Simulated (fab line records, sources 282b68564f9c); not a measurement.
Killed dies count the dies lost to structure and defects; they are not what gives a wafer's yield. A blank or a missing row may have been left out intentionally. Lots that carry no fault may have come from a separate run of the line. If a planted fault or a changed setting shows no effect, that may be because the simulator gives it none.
Struck lot and sound lot, side by side | flow rit cmos | 44 steps out of a route of 202
Sound: the wafers L301.3, L301.4, L301.6. Struck: wafers L315.2, L315.6. (L315.5 of the same lot was not struck and is left out.) The cause comes at the end.
At each step with rows: each side's tool, then ch and its chambers, then its first start. Under that, the readings that differ: sound wafers | struck wafers | difference of the means | sigmas: that difference in standard deviations of wafers without a fault.
alike: readings whose means differ by less than 2 such deviations, and words and numbers that are the same on both sides. not compared: withheld readings, readings that some wafer has no value for, bounds like >300 that may hide the same value, and numbers for which the record gives no deviation and whose values overlap.
The two part at a step that has a row with sigmas, a row that says differs or no value, or rows on one side only. Numbers that don't overlap but have no deviation are shown without sigmas and don't part them. A reading that every wafer of one side lacks parts them only if that side has two wafers or more.

first, 1 step without rows for these wafers: RIT_NWELL_IMPLANT_08.
RIT_NWELL_STRIP_09: strips in O2, time 180 s.
  sound on plasma asher-02 ch 0,1, day 1 21:17; struck on plasma asher-04 ch 0,1, day 4 18:41
  alike: drypump motor current A
  not compared: rf hours counter h
RIT_NWELL_TW_MEAS_10:
  sound on film metro-03 at day 1 21:25; struck on film metro-04 at day 4 18:52
  alike: NWELL_TW
then, 6 steps without rows for these wafers: RIT_PWELL_HMDS_00 (prime time 60 s); RIT_PWELL_COAT_01 (resist thk 1300 nm); RIT_PWELL_SOFTBAKE_02 (time 60 s); RIT_PWELL_EXPOSE_03 (exposes mask M3, target cd 43700 nm); RIT_PWELL_PEB_04; RIT_PWELL_DEVELOP_05 (develop time 68 s).
RIT_PWELL_OVL_MEAS_06:
  sound on overlay-02 at day 1 22:29; struck on overlay-01 at day 4 19:56
  alike: PWELL_OVL
then, 2 steps without rows for these wafers: RIT_PWELL_HARDBAKE_07 (time 120 s); RIT_PWELL_IMPLANT_08.
RIT_PWELL_STRIP_09: strips in O2, time 180 s.
  sound on plasma asher-03 ch 0,1, day 1 22:58; struck on plasma asher-04 ch 0, day 4 20:22
  alike: drypump motor current A
  not compared: rf hours counter h
RIT_PWELL_TW_MEAS_10:
  sound on film metro-04 at day 1 23:06; struck on film metro-02 at day 4 20:33
  alike: PWELL_TW
then, 1 step without rows for these wafers: RIT_WELLDRIVE_ANNEAL_00 (time 14700 s).
RIT_WELLDRIVE_RS_MEAS_01: measurement is done with a four-point probe.
  sound on film metro-04 at day 2 04:16; struck on film metro-03 at day 5 02:36
  reading           | sound             | struck      | difference | sigmas
  NWELL_RS (ohm/sq) | 276.5 277.1 275.8 | 274.2 273.9 | -2.4       | -3
RIT_WELLDRIVE_RS_MEAS_02: measurement is done with a four-point probe.
  sound on film metro-04 at day 2 04:23; struck on film metro-03 at day 5 02:43
  alike: PWELL_RS
then, 6 steps without rows for these wafers: RIT_NRETRO_HMDS_00 (prime time 60 s); RIT_NRETRO_COAT_01 (resist thk 1300 nm); RIT_NRETRO_SOFTBAKE_02 (time 60 s); RIT_NRETRO_EXPOSE_03 (exposes mask M4, target cd 43900 nm); RIT_NRETRO_PEB_04; RIT_NRETRO_DEVELOP_05 (develop time 68 s).
RIT_NRETRO_OVL_MEAS_06:
  sound on overlay-01 at day 2 05:29; struck on overlay-01 at day 5 03:50
  alike: NRETRO_OVL
then, 2 steps without rows for these wafers: RIT_NRETRO_HARDBAKE_07 (time 120 s); RIT_NRETRO_IMPLANT_08.
RIT_NRETRO_STRIP_09: strips in O2, time 180 s.
  sound on plasma asher-04 ch 0,1, day 2 05:58; struck on plasma asher-02 ch 0,1, day 5 04:16
  alike: drypump motor current A
  not compared: rf hours counter h
RIT_NRETRO_TW_MEAS_10:
  sound on film metro-02 at day 2 06:06; struck on film metro-02 at day 5 04:27
  alike: NRETRO_TW
then, 6 steps without rows for these wafers: RIT_PRETRO_HMDS_00 (prime time 60 s); RIT_PRETRO_COAT_01 (resist thk 1300 nm); RIT_PRETRO_SOFTBAKE_02 (time 60 s); RIT_PRETRO_EXPOSE_03 (exposes mask M5, target cd 43700 nm); RIT_PRETRO_PEB_04; RIT_PRETRO_DEVELOP_05 (develop time 68 s).
RIT_PRETRO_OVL_MEAS_06:
  sound on overlay-02 at day 2 07:10; struck on overlay-01 at day 5 05:26
  alike: PRETRO_OVL
then, 2 steps without rows for these wafers: RIT_PRETRO_HARDBAKE_07 (time 120 s); RIT_PRETRO_IMPLANT_08.
RIT_PRETRO_STRIP_09: strips in O2, time 180 s.
  sound on plasma asher-02 ch 0,1, day 2 07:38; struck on plasma asher-02 ch 0,1, day 5 05:52
  alike: drypump motor current A
  not compared: rf hours counter h
RIT_PRETRO_TW_MEAS_10:
  sound on film metro-01 at day 2 07:47; struck on film metro-02 at day 5 06:02
  reading   | sound       | struck  | difference | sigmas
  PRETRO_TW | 462 468 467 | 477 478 | +12        | +2
then, 3 steps without rows for these wafers: RIT_GATE_WET_ETCH_00 (etches SiO2 in BOE, target depth 56 nm, time 60 s); RIT_GATE_CLEAN_01 (cleans in SC1, time 600 s); RIT_GATE_CLEAN_02 (cleans in dHF, time 30 s).
RIT_CONTACT_ETCH_11: etches SiO2 in CHF3/CF4/Ar, stops on TiSi2, target depth 480 nm, time 320 s.
  sound on rie diel-02 ch 0,2,3, day 3 03:35; struck on rie diel-03 ch 0,1, day 6 01:57
  reading                  | sound          | struck      | difference | sigmas
  model.CONTACT.cd nm (nm) | 1002 1003 1002 | 982.3 982.1 | -20.1      |
  alike: CHF3_flow_sccm, drypump motor current A, oes product au, throttle valve pct
  not compared: rf hours counter h
RIT_M1_PROBE_99:
  sound on prober-02 at day 3 08:40; struck on prober-02 at day 6 07:01
  reading                                    | sound             | struck      | difference | sigmas
  model.etest.contact to gate.bv left v (V)  | 91.76 88.74 93.2  | 93.86 94.14 | +2.77      |
  model.etest.contact to gate.bv right v (V) | 90.31 92.14 89.36 | 94.71 94.59 | +4.05      |
  alike: killed at contacts, killed at front end, killed dies, killed open, killed short

WHERE THEY PART
Earliest at RIT_WELLDRIVE_RS_MEAS_01; latest, in this record, at RIT_PRETRO_TW_MEAS_10. Later steps at which nothing parts them and some readings are alike: RIT_CONTACT_ETCH_11, RIT_M1_PROBE_99.

WHY: whatever the simulator had introduced
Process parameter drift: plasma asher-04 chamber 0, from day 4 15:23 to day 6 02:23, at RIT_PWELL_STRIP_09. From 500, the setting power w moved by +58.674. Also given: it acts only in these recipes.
